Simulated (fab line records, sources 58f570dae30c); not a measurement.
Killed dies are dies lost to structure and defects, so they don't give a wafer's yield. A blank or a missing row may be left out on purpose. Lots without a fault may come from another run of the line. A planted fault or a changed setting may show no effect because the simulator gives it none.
Which tool did it? | flow berkeley_cmos170 | 14 lots, 42 wafers sampled, at 6 steps of a route of 331

WHAT THE GAUGES READ, wafer by wafer
UCB170_M2_OVL_MEAS_16.
lot  | measured     | on         | M2_OVL (nm)
L325 | day 6 18:05  | overlay-02 | 0 1 3
L327 | day 7 11:22  | overlay-02 | -4 -2 -2
L326 | day 7 11:04  | overlay-01 | 6 9 5
L328 | day 8 03:25  | overlay-02 | 4 0 2
L330 | day 8 03:40  | overlay-02 | -2 -4 -6
L331 | day 8 03:59  | overlay-02 | 1 2 2
L332 | day 8 10:57  | overlay-02 | -6 1 -5
L334 | day 9 08:05  | overlay-02 | 4 -1 1
L338 | day 9 15:22  | overlay-02 | 4 0 1
L340 | day 10 13:54 | overlay-01 | 4 -2 4
L345 | day 11 19:23 | overlay-02 | 6 3 2
L344 | day 11 19:58 | overlay-01 | 6 5 9
L346 | day 12 04:56 | overlay-02 | -2 -4 -2
L347 | day 12 04:50 | overlay-02 | 12 13 13

UCB170_M2_CD_MEAS_90: target cd 700 nm.
lot  | measured     | on        | cd_nm (nm)
L325 | day 6 18:27  | cd_sem-01 | 700 703 703
L327 | day 7 11:44  | cd_sem-02 | 698 699 702
L326 | day 7 11:26  | cd_sem-02 | 700 707 699
L328 | day 8 03:50  | cd_sem-01 | 704 704 707
L330 | day 8 04:02  | cd_sem-01 | 704 705 706
L331 | day 8 04:22  | cd_sem-01 | 704 697 696
L332 | day 8 11:20  | cd_sem-01 | 698 698 703
L334 | day 9 08:29  | cd_sem-02 | 680 680 702 680 679 702
L338 | day 9 15:48  | cd_sem-01 | 705 704 681 705 703 681
L340 | day 10 14:17 | cd_sem-02 | 706 707 697
L345 | day 11 19:46 | cd_sem-02 | 707 707 706
L344 | day 11 20:21 | cd_sem-02 | 704 694 698
L346 | day 12 05:19 | cd_sem-02 | 693 701 692
L347 | day 12 05:13 | cd_sem-01 | 703 706 702

UCB170_V2_CD_MEAS_90: target cd 700 nm.
lot  | measured     | on        | cd_nm (nm)
L325 | day 6 21:01  | cd_sem-02 | 701.1 700.5 701.1
L327 | day 7 14:24  | cd_sem-02 | 701.0 699.6 699.4
L326 | day 7 13:46  | cd_sem-01 | 701.5 700.9 701.5
L328 | day 8 06:14  | cd_sem-02 | 698.7 698.5 699.2
L330 | day 8 06:27  | cd_sem-02 | 700.1 700.6 701.2
L331 | day 8 07:01  | cd_sem-01 | 699.8 701.3 698.5
L332 | day 8 13:52  | cd_sem-02 | 699.5 699.2 701.2
L334 | day 9 13:26  | cd_sem-02 | 698.6 697.0 698.6
L338 | day 9 20:05  | cd_sem-01 | 698.8 699.1 699.6
L340 | day 10 16:48 | cd_sem-01 | 698.6 700.3 700.5
L345 | day 11 22:10 | cd_sem-01 | 701.4 700.8 699.8
L344 | day 11 22:37 | cd_sem-01 | 700.1 699.7 700.2
L346 | day 12 08:16 | cd_sem-01 | 700.8 700.5 699.6
L347 | day 12 07:50 | cd_sem-02 | 697.8 698.4 698.8

WHICH TOOL RAN EACH LOT (tool, then ch and the chambers of the sampled wafers, then the start)
lot  | UCB170_SILICIDE_RTA_04           | UCB170_M2_METAL_ETCH_18           | UCB170_M2_STRIP_19
L325 | rtp_anneal-01 ch 0, day 6 01:50  | rie_metal-04 ch 0,1, day 6 18:10  | plasma_asher-04 ch 0,1, day 6 18:21
L327 | rtp_anneal-01 ch 0, day 6 15:16  | rie_metal-04 ch 0,1, day 7 11:26  | plasma_asher-04 ch 0,1, day 7 11:38
L326 | rtp_anneal-02 ch 0, day 6 15:47  | rie_metal-03 ch 0,1, day 7 11:08  | plasma_asher-02 ch 0,1, day 7 11:19
L328 | rtp_anneal-01 ch 0, day 7 05:51  | rie_metal-02 ch 0,1, day 8 03:33  | plasma_asher-04 ch 0,1, day 8 03:43
L330 | rtp_anneal-02 ch 0, day 7 06:04  | rie_metal-04 ch 1, day 8 03:45    | plasma_asher-04 ch 0,1, day 8 03:56
L331 | rtp_anneal-01 ch 0, day 7 06:18  | rie_metal-02 ch 0,1, day 8 04:04  | plasma_asher-04 ch 0,1, day 8 04:16
L332 | rtp_anneal-02 ch 0, day 7 17:30  | rie_metal-02 ch 0,1, day 8 11:04  | plasma_asher-01 ch 0,1, day 8 11:14
L334 | rtp_anneal-02 ch 0, day 8 15:17  | rie_metal-02 ch 0,1, day 9 08:13  | plasma_asher-04 ch 0,1, day 9 08:22
L338 | rtp_anneal-01 ch 0, day 9 00:17  | rie_metal-02 ch 0,1, day 9 15:31  | plasma_asher-01 ch 0,1, day 9 15:40
L340 | rtp_anneal-02 ch 0, day 9 17:55  | rie_metal-03 ch 0,1, day 10 14:02 | plasma_asher-04 ch 0,1, day 10 14:11
L345 | rtp_anneal-02 ch 0, day 10 23:04 | rie_metal-04 ch 0,1, day 11 19:28 | plasma_asher-01 ch 1, day 11 19:39
L344 | rtp_anneal-01 ch 0, day 10 23:31 | rie_metal-03 ch 0,1, day 11 20:02 | plasma_asher-02 ch 0,1, day 11 20:14
L346 | rtp_anneal-01 ch 0, day 11 08:53 | rie_metal-03 ch 0,1, day 12 05:01 | plasma_asher-01 ch 0,1, day 12 05:13
L347 | rtp_anneal-02 ch 0, day 11 08:54 | rie_metal-04 ch 0,1, day 12 04:54 | plasma_asher-04 ch 0,1, day 12 05:05
- UCB170_SILICIDE_RTA_04: time 15 s.
- UCB170_M2_METAL_ETCH_18: etches Al in Cl2/BCl3, stops on SiO2, target depth 1170 nm, time 195 s.
- UCB170_M2_STRIP_19: strips in O2.

WHAT THE TOOLS THEMSELVES READ (means of the sampled wafers that have a number; where no wafer has one, the mark that the record gives instead)
UCB170_SILICIDE_RTA_04.
lot  | tool          | lamp_power_pct (%) | wafer_temp_C_max
L325 | rtp_anneal-01 | 8.9                | 653.4
L327 | rtp_anneal-01 | 8.9                | 653.8
L326 | rtp_anneal-02 | 11.7               | 653.1
L328 | rtp_anneal-01 | 8.9                | 653.9
L330 | rtp_anneal-02 | 11.7               | 653.5
L331 | rtp_anneal-01 | 8.9                | 653.0
L332 | rtp_anneal-02 | 11.7               | 653.8
L334 | rtp_anneal-02 | 11.7               | 653.3
L338 | rtp_anneal-01 | 8.9                | 653.2
L340 | rtp_anneal-02 | 11.7               | 653.2
L345 | rtp_anneal-02 | 11.7               | 652.6
L344 | rtp_anneal-01 | 8.9                | 654.5
L346 | rtp_anneal-01 | 8.9                | 654.1
L347 | rtp_anneal-02 | 11.7               | 653.6

UCB170_M2_METAL_ETCH_18.
lot  | tool         | bias_w (W) | drypump_motor_current_A (A) | oes_product_au (a.u.) | rf_fwd_power_W (W) | throttle_valve_pct (%)
L325 | rie_metal-04 | 119.5      | 5.7                         | 0.849                 | 599.4              | 24.48
L327 | rie_metal-04 | 119.7      | 5.7                         | 0.857                 | 597.6              | 24.47
L326 | rie_metal-03 | 120.3      | 5.7                         | 0.859                 | 596.6              | 24.19
L328 | rie_metal-02 | 119.9      | 5.3                         | 0.854                 | 599.3              | 24.48
L330 | rie_metal-04 | 119.3      | 5.6                         | 0.853                 | 599.0              | 24.49
L331 | rie_metal-02 | 120.2      | 5.1                         | 0.855                 | 598.4              | 24.44
L332 | rie_metal-02 | 120.3      | 5.3                         | 0.853                 | 599.8              | 24.46
L334 | rie_metal-02 | 120.2      | 5.1                         | 0.851                 | 759.2              | 24.44
L338 | rie_metal-02 | 119.9      | 5.3                         | 0.862                 | 679.5              | 24.45
L340 | rie_metal-03 | 119.8      | 5.9                         | 0.851                 | 598.1              | 24.19
L345 | rie_metal-04 | 119.8      | 5.7                         | 0.843                 | 596.7              | 24.48
L344 | rie_metal-03 | 119.6      | 5.7                         | 0.862                 | 595.9              | 24.19
L346 | rie_metal-03 | 120.4      | 5.7                         | 0.858                 | 597.8              | 24.20
L347 | rie_metal-04 | 119.9      | 5.7                         | 0.852                 | 597.7              | 24.48

UCB170_M2_STRIP_19.
lot  | tool            | drypump_motor_current_A (A) | oes_product_au (a.u.)
L325 | plasma_asher-04 | 5.78                        | 0.560
L327 | plasma_asher-04 | 5.49                        | 0.561
L326 | plasma_asher-02 | 5.53                        | 0.558
L328 | plasma_asher-04 | 5.50                        | 0.524
L330 | plasma_asher-04 | 5.76                        | 0.578
L331 | plasma_asher-04 | 5.50                        | 0.529
L332 | plasma_asher-01 | 5.41                        | 0.519
L334 | plasma_asher-04 | 5.76                        | 0.377
L338 | plasma_asher-01 | 5.47                        | 0.443
L340 | plasma_asher-04 | 5.74                        | 0.571
L345 | plasma_asher-01 | 5.37                        | 0.563
L344 | plasma_asher-02 | 5.55                        | 0.557
L346 | plasma_asher-01 | 5.40                        | 0.554
L347 | plasma_asher-04 | 5.50                        | 0.545

THE ANSWER, worked out from the rows above alone
Rule: what is usual is taken from the lots themselves. Put in order of their means at a reading, lots are off if they are a third of the lots or fewer, leave a main group of 4 or more, and stand apart from it by a gap of 3 or more times the standard deviation of the main group's means; of several such gaps the widest counts. A main group whose means are all the same, to the digits that the tables above print for the reading, isn't used. A lot without any number at a reading at which 4 lots or more have one is off too. The other lots that the step has rows for count as sound. The gauges are gone through in route order, then the tools' own readings, and for those a lot's mean is taken as printed above. The first step at which some lot is off is used, and at that step the reading that is off furthest; a lot without a number counts as furthest.
Off: L334, L338, at UCB170_M2_METAL_ETCH_18 (rf_fwd_power_W). The main group: mean 598.0 W, standard deviation 1.2.
A tool fits if, at that step or a process step before it, it ran every lot that is off, and no sound lot after the first of them. One fits: rie_metal-02 at UCB170_M2_METAL_ETCH_18. Its last sound lot is L332 (day 8 11:04), its first lot that is off L334 (day 9 08:13): a fault that began between those two fits.
The tool's own readings at UCB170_M2_METAL_ETCH_18 bear it out: on the lots that are off they differ by more than 5 times the standard deviation of the sound lots' means. rf_fwd_power_W reads 719.4 W there against 598.0 W on the sound lots.

WHAT THE SIMULATOR HAD PUT IN
Process parameter drift: rie_metal-02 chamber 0, from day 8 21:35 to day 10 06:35, at UCB170_M2_METAL_ETCH_18. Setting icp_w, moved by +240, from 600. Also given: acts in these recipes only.
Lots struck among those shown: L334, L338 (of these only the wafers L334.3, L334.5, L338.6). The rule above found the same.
